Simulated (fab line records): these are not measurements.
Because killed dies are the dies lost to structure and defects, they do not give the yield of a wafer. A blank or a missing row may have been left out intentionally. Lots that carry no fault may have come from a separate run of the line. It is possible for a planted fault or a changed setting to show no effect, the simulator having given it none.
fab line records	flow berkeley-cmos170
[record] lots = 7	wafers = 21	last-day = 12
route steps=331 shown GATE@143 PLDD@145 NLDD@158
lots with no fault: from the same line, run without faults
start-h: hours from the record's first day to the start of the lot's first wafer shown	wait-h: how many hours have passed since the lot's step before this one	" the same as in the row above	L1.1+2: several wafers, shown together as one row	- no value, or no start given	* or withheld: withheld	< > ~ a bound
route shown NAME@n: a module of which the file shows steps, and the number in the route of the first	usual: average and standard deviation across the fault-free wafers	same: alike in all rows	chamber/n: place in a boat	sites: each site's reading	_std_site: standard deviation across them	_edge_site: mean of outer sites minus mean of inner sites	radius-mm: how far each site lies from the wafer's centre	mask NAME#n: copy n	behind: the tool/chamber that last shaped the wafer	hold: what put the lot on hold/how long, in hours/how the hold closed	device: the transistor (n, p or np) that didn't switch	end of line: tests run on the same wafers once the route is complete	a step given without rows: its recipe and nothing more	killed: dies that structure and defects cost at the first sort, which is not the same as the wafer's yield	map: per-die view of a wafer (x killed, . not killed, _ where there is no die)
set.NAME: the setting as run; set.NAME@STEP: as run at that earlier step	model.NAME: the simulator's own value behind a step, which no gauge read
a table for each step, a row for each wafer; lots at some steps of the route
services: a tool's chamber out of use, with start hour (start-h, from the record's first day; less than 0 if before it), hours out, and reason
[[steps]]
[step UCB170_GATE_CD_MEAS_90]
[recipe] target-cd-nm = 350
[usual] cd-nm = 349.9/1.5
lot.wafer	tool	chamber	start-h	wait-h	cd-nm
L200.2	cd-sem-02	-	156.15	0.1	352.5
L200.4	"	-	"	"	353.5
L200.5	"	-	"	"	353.4
L206.2	cd-sem-02	-	190.90	0.1	349.5
L206.3	"	-	"	"	349.1
L206.4	"	-	"	"	350.1
L211.1	cd-sem-02	-	216.83	0.1	349.1
L211.3	"	-	"	"	349.2
L211.4	"	-	"	"	349.8
L212.1	cd-sem-02	-	217.15	0.1	350.3
L212.2	"	-	"	"	349.1
L212.6	"	-	"	"	348.6
L213.2	cd-sem-01	-	217.40	0.1	348.8
L213.4	"	-	"	"	349.4
L213.6	"	-	"	"	350.0
L210.3	cd-sem-02	-	217.48	0.1	352.0
L210.4	"	-	"	"	352.2
L210.6	"	-	"	"	352.6
L215.1	cd-sem-01	-	237.73	0.2	349.0
L215.4	"	-	"	"	350.7
L215.5	"	-	"	"	350.0
[step UCB170_GATE_CLEAN_17]
[recipe] chemistry = SPM	temp-c = 120	time-s = 600
[step UCB170_PLDD_HMDS_00]
[recipe] prime-time-s = 60	prime-temp-c = 100
[step UCB170_PLDD_COAT_01]
[recipe] resist = KrF	spin-rpm = 1500	resist-thk-nm = 900
[step UCB170_PLDD_SOFTBAKE_02]
[recipe] resist = KrF	temp-c = 130.8	time-s = 60
[step UCB170_PLDD_EXPOSE_03]
[recipe] mask-id = PSELECT	na = 0.5	sigma-outer = 0.6	source-shape = conventional	target-cd-nm = 1200	dose-mj = 30
[step UCB170_PLDD_PEB_04]
[recipe] peb-temp-c = 130	peb-time-s = withheld	resist = KrF
[step UCB170_PLDD_DEVELOP_05]
[recipe] developer = TMAH	develop-time-s = 45	resist = KrF	dev-temp-c = 21
[step UCB170_PLDD_CD_MEAS_06]
[recipe] target-cd-nm = 1200
[usual] cd-nm = 1199.8/1.6
lot.wafer	tool	chamber	start-h	wait-h	cd-nm
L200.2	cd-sem-01	-	157.32	-	1201.2
L200.4	"	-	"	"	1201.9
L200.5	"	-	"	"	1200.0
L206.2	cd-sem-02	-	192.72	-	1197.7
L206.3	"	-	"	"	1198.3
L206.4	"	-	"	"	1198.4
L211.1	cd-sem-01	-	218.32	-	1199.4
L211.3	"	-	"	"	1198.9
L211.4	"	-	"	"	1199.6
L212.1	cd-sem-02	-	219.38	-	1198.6
L212.2	"	-	"	"	1198.3
L212.6	"	-	"	"	1198.3
L213.2	cd-sem-01	-	219.79	-	1198.1
L213.4	"	-	"	"	1199.4
L213.6	"	-	"	"	1198.0
L210.3	cd-sem-02	-	220.08	-	1200.2
L210.4	"	-	"	"	1201.0
L210.6	"	-	"	"	1199.5
L215.1	cd-sem-02	-	239.97	-	1199.5
L215.4	"	-	"	"	1199.0
L215.5	"	-	"	"	1197.5
[step UCB170_PLDD_OVL_MEAS_07]
[usual] PLDD_OVL = -2/4.5
lot.wafer	tool	chamber	start-h	wait-h	PLDD_OVL[nm]
L200.2	overlay-02	-	157.43	0.1	-10
L200.4	"	-	"	"	-7
L200.5	"	-	"	"	-7
L206.2	overlay-02	-	192.82	0.1	3
L206.3	"	-	"	"	1
L206.4	"	-	"	"	-6
L211.1	overlay-02	-	218.44	0.1	-5
L211.3	"	-	"	"	1
L211.4	"	-	"	"	-3
L212.1	overlay-01	-	219.50	0.1	1
L212.2	"	-	"	"	-3
L212.6	"	-	"	"	-5
L213.2	overlay-02	-	219.89	0.1	3
L213.4	"	-	"	"	10
L213.6	"	-	"	"	-2
L210.3	overlay-02	-	220.17	0.1	-9
L210.4	"	-	"	"	-11
L210.6	"	-	"	"	-7
L215.1	overlay-01	-	240.09	0.1	-9
L215.4	"	-	"	"	-2
L215.5	"	-	"	"	-2
[step UCB170_PLDD_IMPLANT_08]
[recipe] species = BF2	dose-cm2 = 5e+13	energy-kev = 10	tilt-deg = 7	rotation-deg = 0
[step UCB170_PLDD_IMPLANT_09]
[recipe] species = BF2	dose-cm2 = 5e+13	energy-kev = 10	tilt-deg = 7	rotation-deg = 180
[step UCB170_PLDD_STRIP_10]
[recipe] chemistry = O2	power-w = 400	pressure-mtorr = 3500	platen-temp-c = withheld	o2-flow-sccm = 400	overash-fraction = 0.5
[usual] chamber-pressure-mTorr = 3500/3.3	drypump-motor-current-A = 5.7/0.43	o2-flow-sccm = 400.1/1.2	oes-product-au = 0.734/0.0043	strip-time-to-endpoint-s = 21.61/0.069
lot.wafer	tool	chamber	start-h	wait-h	chamber-pressure-mTorr	drypump-motor-current-A	o2-flow-sccm	oes-product-au	rf-hours-counter-h	strip-time-to-endpoint-s	model.KrF_of_PLDD_COAT_01.thk-nm
L200.2	plasma-asher-02	0	157.76	0.1	3506	5.8	399.9	0.730	36	21.64	0
L200.4	"	1	"	"	3500	6.5	400.0	0.730	-	21.58	0
L200.5	"	0	"	"	3494	5.8	400.6	0.733	-	21.60	0
L206.2	plasma-asher-01	0	193.15	0.1	3503	5.1	399.1	0.741	50	21.58	0
L206.3	"	0	"	"	3498	5.2	400.1	0.735	-	21.54	0
L206.4	"	1	"	"	3500	5.5	399.5	0.740	-	21.49	0
L211.1	plasma-asher-03	1	218.77	0.1	-	-	-	-	-	-	888.1
L211.3	"	1	"	"	-	-	-	-	-	-	885
L211.4	"	0	"	"	-	-	-	-	-	-	885.4
L212.1	plasma-asher-03	0	219.83	0.1	-	-	-	-	-	-	882.5
L212.2	"	1	"	"	-	-	-	-	-	-	882.5
L212.6	"	0	"	"	-	-	-	-	-	-	882.5
L213.2	plasma-asher-02	1	220.22	0.1	-	-	-	-	-	-	882.4
L213.4	"	0	"	"	-	-	-	-	-	-	885.2
L213.6	"	1	"	"	-	-	-	-	-	-	880.1
L210.3	plasma-asher-03	0	220.53	0.1	3494	6.0	402.2	0.736	-	21.58	0
L210.4	"	1	"	"	3500	5.5	399.5	0.735	-	21.51	0
L210.6	"	1	"	"	3500	5.5	401.0	0.734	-	21.57	0
L215.1	plasma-asher-02	1	240.43	0.1	3496	6.5	398.5	0.739	44	21.52	0
L215.4	"	0	"	"	3504	5.8	399.5	0.734	-	21.51	0
L215.5	"	0	"	"	3500	5.8	400.1	0.735	-	21.58	0
[step UCB170_PLDD_TW_MEAS_11]
[usual] PLDD_TW = 1029/18
lot.wafer	tool	chamber	start-h	wait-h	PLDD_TW
L200.2	film-metro-01	-	157.87	0.1	1004
L200.4	"	-	"	"	1009
L200.5	"	-	"	"	1002
L206.2	film-metro-02	-	193.26	0.1	1041
L206.3	"	-	"	"	1041
L206.4	"	-	"	"	1042
L211.1	film-metro-03	-	218.87	0.1	1018
L211.3	"	-	"	"	1020
L211.4	"	-	"	"	1022
L212.1	film-metro-02	-	219.93	0.1	1049
L212.2	"	-	"	"	1042
L212.6	"	-	"	"	1049
L213.2	film-metro-02	-	220.33	0.1	1040
L213.4	"	-	"	"	1042
L213.6	"	-	"	"	1044
L210.3	film-metro-02	-	220.62	0.1	1049
L210.4	"	-	"	"	1044
L210.6	"	-	"	"	1047
L215.1	film-metro-03	-	240.53	0.1	1010
L215.4	"	-	"	"	1015
L215.5	"	-	"	"	1012
[step UCB170_PLDD_CLEAN_12]
[recipe] chemistry = SPM	temp-c = 120	time-s = 600
[step UCB170_NLDD_HMDS_00]
[recipe] prime-time-s = 60	prime-temp-c = 100
[step UCB170_NLDD_COAT_01]
[recipe] resist = KrF	spin-rpm = 1500	resist-thk-nm = 900
[step UCB170_NLDD_SOFTBAKE_02]
[recipe] resist = KrF	temp-c = 130	time-s = 60
[step UCB170_NLDD_EXPOSE_03]
[recipe] mask-id = NSELECT	na = 0.5	sigma-outer = 0.6	source-shape = conventional	target-cd-nm = 1200	dose-mj = 30
[step UCB170_NLDD_PEB_04]
[recipe] peb-temp-c = 130	peb-time-s = withheld	resist = KrF
[step UCB170_NLDD_DEVELOP_05]
[recipe] developer = TMAH	develop-time-s = 45	resist = KrF	dev-temp-c = 21
[step UCB170_NLDD_CD_MEAS_06]
[recipe] target-cd-nm = 1200
[usual] cd-nm = 1199.7/1.2
lot.wafer	tool	chamber	start-h	wait-h	cd-nm
L200.2	cd-sem-01	-	159.29	-	1201.7
L200.4	"	-	"	"	1200.2
L200.5	"	-	"	"	1201.4
L206.2	cd-sem-01	-	195.85	-	1201.1
L206.3	"	-	"	"	1200.7
L206.4	"	-	"	"	1200.1
L211.1	cd-sem-02	-	221.41	-	1198.2
L211.3	"	-	"	"	1199.4
L211.4	"	-	"	"	1198.8
L212.1	cd-sem-02	-	222.29	-	1199.9
L212.2	"	-	"	"	1199.9
L212.6	"	-	"	"	1200.2
L213.2	cd-sem-02	-	222.43	-	1200.0
L213.4	"	-	"	"	1200.0
L213.6	"	-	"	"	1199.8
L210.3	cd-sem-02	-	222.62	-	1199.2
L210.4	"	-	"	"	1199.3
L210.6	"	-	"	"	1200.0
L215.1	cd-sem-01	-	242.19	-	1198.6
L215.4	"	-	"	"	1198.2
L215.5	"	-	"	"	1198.0
[step UCB170_NLDD_OVL_MEAS_07]
[usual] NLDD_OVL = -1/4.7
lot.wafer	tool	chamber	start-h	wait-h	NLDD_OVL[nm]
L200.2	overlay-01	-	159.39	0.1	-2
L200.4	"	-	"	"	1
L200.5	"	-	"	"	1
L206.2	overlay-02	-	195.96	0.1	-7
L206.3	"	-	"	"	0
L206.4	"	-	"	"	-5
L211.1	overlay-01	-	221.53	0.1	-3
L211.3	"	-	"	"	1
L211.4	"	-	"	"	-6
L212.1	overlay-02	-	222.41	0.1	-10
L212.2	"	-	"	"	-5
L212.6	"	-	"	"	-7
L213.2	overlay-02	-	222.54	0.1	1
L213.4	"	-	"	"	3
L213.6	"	-	"	"	-5
L210.3	overlay-02	-	222.71	0.1	8
L210.4	"	-	"	"	-1
L210.6	"	-	"	"	6
L215.1	overlay-02	-	242.31	0.1	-8
L215.4	"	-	"	"	-5
L215.5	"	-	"	"	-4
[step UCB170_NLDD_IMPLANT_08]
[recipe] species = As	dose-cm2 = 5e+13	energy-kev = 30	tilt-deg = 7	rotation-deg = 0
[step UCB170_NLDD_IMPLANT_09]
[recipe] species = As	dose-cm2 = 5e+13	energy-kev = 30	tilt-deg = 7	rotation-deg = 180
[step UCB170_NLDD_STRIP_10]
[recipe] chemistry = O2	power-w = 400	pressure-mtorr = 3500	platen-temp-c = withheld	o2-flow-sccm = 400	overash-fraction = 0.5
[usual] chamber-pressure-mTorr = 3500/3.2	drypump-motor-current-A = 5.7/0.5	o2-flow-sccm = 400.1/1.1	oes-product-au = 0.735/0.0046	strip-time-to-endpoint-s = 21.63/0.069
lot.wafer	tool	chamber	start-h	wait-h	chamber-pressure-mTorr	drypump-motor-current-A	o2-flow-sccm	oes-product-au	rf-hours-counter-h	strip-time-to-endpoint-s
L200.2	plasma-asher-04	1	159.72	0.1	3506	5.3	399.4	0.737	4	21.54
L200.4	"	1	"	"	3502	5.3	399.9	0.728	-	21.67
L200.5	"	1	"	"	3498	5.3	398.9	0.730	-	21.62
L206.2	plasma-asher-01	0	196.29	0.1	3498	5.1	401.2	0.731	51	21.66
L206.3	"	1	"	"	3502	5.5	400.1	0.727	-	21.60
L206.4	"	0	"	"	3498	5.1	402.0	0.727	-	21.59
L211.1	plasma-asher-01	1	221.87	0.1	3501	5.5	400.4	0.735	54	47.88
L211.3	"	1	"	"	3499	5.6	400.0	0.733	-	47.81
L211.4	"	0	"	"	3503	5.1	399.6	0.737	-	47.75
L212.1	plasma-asher-04	1	222.75	0.1	3498	5.3	399.5	0.740	11	47.66
L212.2	"	0	"	"	3503	6.3	399.3	0.736	11	47.74
L212.6	"	1	"	"	3500	5.3	397.9	0.735	-	47.64
L213.2	plasma-asher-04	1	222.87	0.1	3500	5.3	399.2	0.739	11	47.64
L213.4	"	0	"	"	3499	6.3	400.2	0.745	-	47.71
L213.6	"	1	"	"	3499	5.3	401.1	0.740	-	47.61
L210.3	plasma-asher-01	1	223.07	0.1	3501	5.5	400.2	0.739	-	21.53
L210.4	"	0	"	"	3494	5.1	401.1	0.735	-	21.65
L210.6	"	1	"	"	3503	5.5	400.4	0.736	-	21.63
L215.1	plasma-asher-01	0	242.65	0.1	3490	5.1	400.5	0.736	56	21.57
L215.4	"	0	"	"	3503	5.1	399.5	0.739	-	21.54
L215.5	"	0	"	"	3496	5.1	398.9	0.735	-	21.58
[step UCB170_NLDD_TW_MEAS_11]
[usual] NLDD_TW = 2238/35
lot.wafer	tool	chamber	start-h	wait-h	NLDD_TW
L200.2	film-metro-01	-	159.83	0.1	2203
L200.4	"	-	"	"	2198
L200.5	"	-	"	"	2208
L206.2	film-metro-01	-	196.40	0.1	2214
L206.3	"	-	"	"	2211
L206.4	"	-	"	"	2199
L211.1	film-metro-03	-	221.97	0.1	30
L211.3	"	-	"	"	30
L211.4	"	-	"	"	30
L212.1	film-metro-01	-	222.85	0.1	30
L212.2	"	-	"	"	30
L212.6	"	-	"	"	30
L213.2	film-metro-03	-	222.98	0.1	30
L213.4	"	-	"	"	30
L213.6	"	-	"	"	30
L210.3	film-metro-02	-	223.16	0.1	2291
L210.4	"	-	"	"	2285
L210.6	"	-	"	"	2281
L215.1	film-metro-01	-	242.75	0.1	2212
L215.4	"	-	"	"	2214
L215.5	"	-	"	"	2213
[step UCB170_NLDD_CLEAN_12]
[recipe] chemistry = SPM	temp-c = 120	time-s = 600
[[services]]
tool	chamber	start-h	hours	kind
plasma-asher-02	-	206.09	1.5	repair
plasma-asher-02	-	242.49	5.4	repair
[[key]]
[first-sign] step = UCB170_PLDD_STRIP_10	reading = tool-record	direction = missing
[effect] step = UCB170_NLDD_STRIP_10	reading = strip-time-to-endpoint-s	direction = up	sigmas = 99+	usual = *	struck = *
[effect] step = UCB170_NLDD_TW_MEAS_11	reading = NLDD_TW	direction = down	sigmas = 63	usual = 2238	struck = 30
[model-effect] step = UCB170_PLDD_STRIP_10	value = KrF_of_PLDD_COAT_01.thk-nm	without = 0	struck = 883.8
met-at UCB170_PLDD_STRIP_10
struck-wafers L211.1,L211.3,L211.4,L212.1,L212.2,L212.6,L213.2,L213.4,L213.6
sort-left-out L211.1,L211.3,L211.4,L212.1,L212.2,L212.6,L213.2,L213.4,L213.6
tester-left-out L211,L212,L213
onset-between 157.76 218.77
[fault] kind = skipped-step-whole	tool = plasma-asher-02,plasma-asher-03	chamber = -	onset-h = 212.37	steps = UCB170_PLDD_STRIP_10	scope = struck-lots-only
// tester-left-out: of these lots the tester's yield and bins aren't shown, on N5 and GAA mostly nor the transistor test; their killed dies are dies lost to structure and defects alone, not to doping, threshold or leakage, so they don't give the yield
// sort-left-out: the simulated sort isn't trusted on such a fault, so these wafers' sort isn't shown, and their yield isn't known
